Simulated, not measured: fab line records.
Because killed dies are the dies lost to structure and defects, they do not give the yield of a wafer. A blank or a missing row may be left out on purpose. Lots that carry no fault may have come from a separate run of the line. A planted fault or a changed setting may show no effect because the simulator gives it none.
fab line records | flow berkeley_cmos170
record: lots: 14 | wafers: 42 | last_day: 13
route steps=331 shown PLDD@150
lots with no fault: from the same line, run without faults
start_h: hours from the record's opening day to when the first of the lot's shown wafers began | wait_h: time in hours since the lot's previous step | " the same as in the row above | L1.1+2: a row that stands for several wafers | - no value, or no start was given | * or withheld: withheld | < > ~ a bound
route shown NAME@n: names a module that has steps shown in the file, with the first one's number in the route | usual: mean and standard deviation over wafers with no fault | same: alike in all rows | chamber/n: place in a boat | sites: readings site by site | _std_site: standard deviation of those values | _edge_site: the outer-site mean with the inner-site mean subtracted | radius_mm: for every site, how far away it sits from the centre of the wafer | mask NAME#n: copy n | behind: the last tool/chamber to shape the wafer | hold: why the lot went on hold/how many hours it stayed there/how the hold came to an end | device: the transistor (n, p or np) that didn't switch | end of line: at the end of the route, the tests of the same wafers | a step given without rows: its recipe and nothing more | killed: at the first sort, the dies lost to defects and structure; wafer yield is something else | map: per-die view of a wafer (x killed, . not killed, _ where there is no die)
set.NAME: the setting as run; set.NAME@STEP: as run at that earlier step | model.NAME: the simulator's own value behind a step, which no gauge read
steps of the route over a sample of lots; a table a step, a row a wafer
== steps ==
step: UCB170_PLDD_DEVELOP_05
recipe: developer: TMAH | develop_time_s: 45 | resist: KrF | dev_temp_c: 21
usual: chill_plate_temp_C: 23.01/0.11 | develop_time_s: 45/0
lot.wafer | tool           | chamber | start_h | wait_h | chill_plate_temp_C | develop_time_s
L883.2    | litho_track-03 | 0       | 150     | -      | 23.03              | 45
L883.3    | "              | 0       | "       | "      | 23.06              | 45
L883.5    | "              | 0       | "       | "      | 22.92              | 45
L884.2    | litho_track-02 | 0       | 158     | -      | 22.98              | 45
L884.3    | "              | 0       | "       | "      | 23.00              | 45
L884.5    | "              | 0       | "       | "      | 22.95              | 45
L887.2    | litho_track-02 | -       | 165     | -      | -                  | -
L887.3    | "              | -       | "       | "      | -                  | -
L887.6    | "              | -       | "       | "      | -                  | -
L891.1    | litho_track-04 | -       | 185     | -      | -                  | -
L891.3    | "              | -       | "       | "      | -                  | -
L891.5    | "              | -       | "       | "      | -                  | -
L896.2    | litho_track-04 | 0       | 216     | -      | 22.97              | 45
L896.3    | "              | 0       | "       | "      | 23.05              | 45
L896.4    | "              | 0       | "       | "      | 22.92              | 45
L897.1    | litho_track-02 | 0       | 216     | -      | 23.15              | 45
L897.4    | "              | 0       | "       | "      | 23.34              | 45
L897.5    | "              | 0       | "       | "      | 23.16              | 45
L899.3    | litho_track-02 | 0       | 230     | -      | 23.13              | 45
L899.4    | "              | 0       | "       | "      | 23.06              | 45
L899.6    | "              | 0       | 231     | -      | 23.18              | 45
L898.1    | litho_track-04 | 0       | 231     | -      | 23.06              | 45
L898.2    | "              | 0       | "       | "      | 22.92              | 45
L898.6    | "              | 0       | "       | "      | 22.94              | 45
L900.1    | litho_track-03 | 0       | 249     | -      | 22.98              | 45
L900.5    | "              | 0       | "       | "      | 23.02              | 45
L900.6    | "              | 0       | "       | "      | 22.97              | 45
L903.1    | litho_track-04 | 0       | 257     | -      | 22.94              | 45
L903.2    | "              | 0       | "       | "      | 22.89              | 45
L903.5    | "              | 0       | "       | "      | 22.95              | 45
L901.1    | litho_track-03 | 0       | 258     | -      | 22.99              | 45
L901.3    | "              | 0       | "       | "      | 22.94              | 45
L901.6    | "              | 0       | "       | "      | 22.99              | 45
L902.2    | litho_track-02 | 0       | 258     | -      | 23.15              | 45
L902.3    | "              | 0       | "       | "      | 23.10              | 45
L902.4    | "              | 0       | "       | "      | 23.07              | 45
L904.1    | litho_track-03 | 0       | 258     | -      | 23.04              | 45
L904.5    | "              | 0       | "       | "      | 22.90              | 45
L904.6    | "              | 0       | "       | "      | 23.04              | 45
L906.2    | litho_track-03 | 0       | 270     | -      | 22.96              | 45
L906.3    | "              | 0       | "       | "      | 22.91              | 45
L906.4    | "              | 0       | "       | "      | 23.16              | 45
== key ==
first_sign: step: UCB170_PLDD_DEVELOP_05 | reading: tool_record | direction: missing
effect none on later readings
met_at UCB170_PLDD_DEVELOP_05
struck_lots L887,L891
sort_left_out L887.2,L887.3,L887.6,L891.1,L891.3,L891.5
tester_left_out L887,L891
onset_between 158 165
fault: kind: skipped_step_whole | tool: litho_track-02,litho_track-04 | chamber: - | onset_h: 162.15 | steps: UCB170_PLDD_DEVELOP_05 | scope: struck_lots_only
tester_left_out: of these lots the tester's yield and bins aren't shown, on N5 and GAA mostly nor the transistor test; their killed dies are dies lost to structure and defects alone, not to doping, threshold or leakage, so they don't give the yield
sort_left_out: the simulated sort isn't trusted on such a fault, so these wafers' sort isn't shown, and their yield isn't known
